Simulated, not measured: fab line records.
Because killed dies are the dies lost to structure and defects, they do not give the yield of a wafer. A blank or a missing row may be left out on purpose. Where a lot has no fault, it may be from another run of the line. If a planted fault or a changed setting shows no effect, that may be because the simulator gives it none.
What tool caused it? :: flow ritCmos :: 42 wafers from 14 lots sampled at 3 of the route's 202 steps

## WHAT THE GAUGES READ, wafer by wafer
RIT_SILICIDE_RS_MEAS_02: a four-point-probe measurement. Usual: for SILICIDE_TI_RS the level is 51.7 ohm/sq and the standard deviation is 0.81.
lot: L540
measured: day 3 12:08
on: filmMetro-03
SILICIDE_TI_RS (ohm/sq): 52.5 52.1 52.7
flag: 

lot: L541
measured: day 3 14:52
on: filmMetro-03
SILICIDE_TI_RS (ohm/sq): 50.9 50.9 50.1
flag: 

lot: L542
measured: day 3 21:46
on: filmMetro-04
SILICIDE_TI_RS (ohm/sq): 52.9 52.4 52.3
flag: 

lot: L543
measured: day 4 01:44
on: filmMetro-03
SILICIDE_TI_RS (ohm/sq): 50.5 50.7 50.7
flag: 

lot: L544
measured: day 4 05:24
on: filmMetro-04
SILICIDE_TI_RS (ohm/sq): 53.0 53.8 53.0
flag: 

lot: L545
measured: day 4 08:34
on: filmMetro-04
SILICIDE_TI_RS (ohm/sq): 52.0 52.1 52.0
flag: 

lot: L546
measured: day 4 17:20
on: filmMetro-04
SILICIDE_TI_RS (ohm/sq): 51.7 51.9 51.8
flag: 

lot: L548
measured: day 5 01:40
on: filmMetro-01
SILICIDE_TI_RS (ohm/sq): 52.8 53.1 52.6
flag: 

lot: L549
measured: day 5 09:23
on: filmMetro-04
SILICIDE_TI_RS (ohm/sq): 51.1 51.6 50.7
flag: 

lot: L552
measured: day 5 19:47
on: filmMetro-03
SILICIDE_TI_RS (ohm/sq): 52.6 52.9 53.2
flag: 

lot: L555
measured: day 6 10:56
on: filmMetro-04
SILICIDE_TI_RS (ohm/sq): 51.5 51.2 51.8
flag: 

lot: L558
measured: day 7 02:41
on: filmMetro-04
SILICIDE_TI_RS (ohm/sq): 58.3 57.9 57.7
flag: OFF

lot: L560
measured: day 7 13:23
on: filmMetro-01
SILICIDE_TI_RS (ohm/sq): 60.0 60.2 60.6
flag: OFF

lot: L561
measured: day 7 18:31
on: filmMetro-04
SILICIDE_TI_RS (ohm/sq): 51.0 51.0 50.9
flag: 

RIT_SILICIDE_THK_MEAS_03: measures by xrf. Usual: for SILICIDE_TI_THK the level is 29.4 nm and the standard deviation is 0.37.
lot: L540
measured: day 3 12:15
on: filmMetro-03
SILICIDE_TI_THK (nm): 29.2 29.6 29.2
flag: 

lot: L541
measured: day 3 14:58
on: filmMetro-03
SILICIDE_TI_THK (nm): 29.9 30.1 30.3
flag: 

lot: L542
measured: day 3 21:52
on: filmMetro-04
SILICIDE_TI_THK (nm): 28.8 29.0 29.0
flag: 

lot: L543
measured: day 4 01:52
on: filmMetro-03
SILICIDE_TI_THK (nm): 30.1 29.9 30.0
flag: 

lot: L544
measured: day 4 05:31
on: filmMetro-04
SILICIDE_TI_THK (nm): 28.8 28.4 28.7
flag: 

lot: L545
measured: day 4 08:41
on: filmMetro-04
SILICIDE_TI_THK (nm): 29.3 29.2 29.2
flag: 

lot: L546
measured: day 4 17:28
on: filmMetro-04
SILICIDE_TI_THK (nm): 29.4 29.4 29.1
flag: 

lot: L548
measured: day 5 01:45
on: filmMetro-01
SILICIDE_TI_THK (nm): 29.1 28.9 29.3
flag: 

lot: L549
measured: day 5 09:29
on: filmMetro-04
SILICIDE_TI_THK (nm): 29.4 29.3 29.8
flag: 

lot: L552
measured: day 5 19:53
on: filmMetro-03
SILICIDE_TI_THK (nm): 29.1 29.0 28.8
flag: 

lot: L555
measured: day 6 11:02
on: filmMetro-04
SILICIDE_TI_THK (nm): 29.6 29.7 29.4
flag: 

lot: L558
measured: day 7 02:49
on: filmMetro-04
SILICIDE_TI_THK (nm): 26.8 26.8 26.9
flag: OFF

lot: L560
measured: day 7 13:29
on: filmMetro-01
SILICIDE_TI_THK (nm): 26.3 26.1 26.0
flag: OFF

lot: L561
measured: day 7 18:38
on: filmMetro-04
SILICIDE_TI_THK (nm): 29.8 29.8 29.7
flag: 

## EACH LOT AND THE TOOL THAT RAN IT (in order: tool; ch and the chambers of the sampled wafers; start)
lot: L540
RIT_SILICIDE_SPUTTER_01: pvdSputter-04, day 3 11:58

lot: L541
RIT_SILICIDE_SPUTTER_01: pvdSputter-02, day 3 14:41

lot: L542
RIT_SILICIDE_SPUTTER_01: pvdSputter-04, day 3 21:35

lot: L543
RIT_SILICIDE_SPUTTER_01: pvdSputter-02, day 4 01:35

lot: L544
RIT_SILICIDE_SPUTTER_01: pvdSputter-04, day 4 05:14

lot: L545
RIT_SILICIDE_SPUTTER_01: pvdSputter-02, day 4 08:25

lot: L546
RIT_SILICIDE_SPUTTER_01: pvdSputter-04, day 4 17:11

lot: L548
RIT_SILICIDE_SPUTTER_01: pvdSputter-04, day 5 01:27

lot: L549
RIT_SILICIDE_SPUTTER_01: pvdSputter-02, day 5 09:13

lot: L552
RIT_SILICIDE_SPUTTER_01: pvdSputter-04, day 5 19:35

lot: L555
RIT_SILICIDE_SPUTTER_01: pvdSputter-02, day 6 10:46

lot: L558
RIT_SILICIDE_SPUTTER_01: pvdSputter-04, day 7 02:32

lot: L560
RIT_SILICIDE_SPUTTER_01: pvdSputter-04, day 7 13:11

lot: L561
RIT_SILICIDE_SPUTTER_01: pvdSputter-02, day 7 18:22
- RIT_SILICIDE_SPUTTER_01: material Ti, target thk 30 nm, time 240 s.

## AS READ BY THE TOOLS THEMSELVES (means over the sampled wafers that have a number; for cases with no such wafer, the mark the record gives instead)
RIT_SILICIDE_SPUTTER_01. Usual: throttleValvePct 29.8 %, standard deviation 1.1.
lot: L540
tool: pvdSputter-04
throttleValvePct (%): 29.5
flag: 

lot: L541
tool: pvdSputter-02
throttleValvePct (%): 30.6
flag: 

lot: L542
tool: pvdSputter-04
throttleValvePct (%): 29.8
flag: 

lot: L543
tool: pvdSputter-02
throttleValvePct (%): 30.5
flag: 

lot: L544
tool: pvdSputter-04
throttleValvePct (%): 29.5
flag: 

lot: L545
tool: pvdSputter-02
throttleValvePct (%): 31.0
flag: 

lot: L546
tool: pvdSputter-04
throttleValvePct (%): 29.1
flag: 

lot: L548
tool: pvdSputter-04
throttleValvePct (%): 29.2
flag: 

lot: L549
tool: pvdSputter-02
throttleValvePct (%): 29.6
flag: 

lot: L552
tool: pvdSputter-04
throttleValvePct (%): 29.4
flag: 

lot: L555
tool: pvdSputter-02
throttleValvePct (%): 29.7
flag: 

lot: L558
tool: pvdSputter-04
throttleValvePct (%): 29.9
flag: 

lot: L560
tool: pvdSputter-04
throttleValvePct (%): 29.7
flag: 

lot: L561
tool: pvdSputter-02
throttleValvePct (%): 29.9
flag: 

## THE ANSWER, worked out from the rows above alone
Rule: a lot counts as off when the mean over its wafers that have a number is more than 3 standard deviations away from the usual mean. Also off: a lot with no number at a reading for which 4 or more lots have one. All remaining lots with rows at the step are treated as sound. Order of review: gauges by route order, followed by the tools' own readings, for which a lot's mean as printed above is used. The first step at which some lot is off is used, and at that step the reading that is off furthest; a lot without a number counts as furthest.
Off: L558, L560, at RIT_SILICIDE_RS_MEAS_02 (SILICIDE_TI_RS).
If a tool, at a process step before that reading, ran all the lots that are off and no sound lot after the first of them, it fits. The gauges at RIT_SILICIDE_RS_MEAS_02 are tried like those tools. One fits: RIT_SILICIDE_SPUTTER_01 on pvdSputter-04. A fault onset in the window from L552 (day 5 19:35, its last sound lot) to L558 (day 7 02:32, its first lot off) fits.

## WHAT HAD BEEN PUT IN BY THE SIMULATOR
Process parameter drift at RIT_SILICIDE_SPUTTER_01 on pvdSputter-04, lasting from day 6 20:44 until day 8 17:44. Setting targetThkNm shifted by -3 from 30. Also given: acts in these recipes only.
Lots struck among those shown: L558, L560. The rule above reached the same finding.
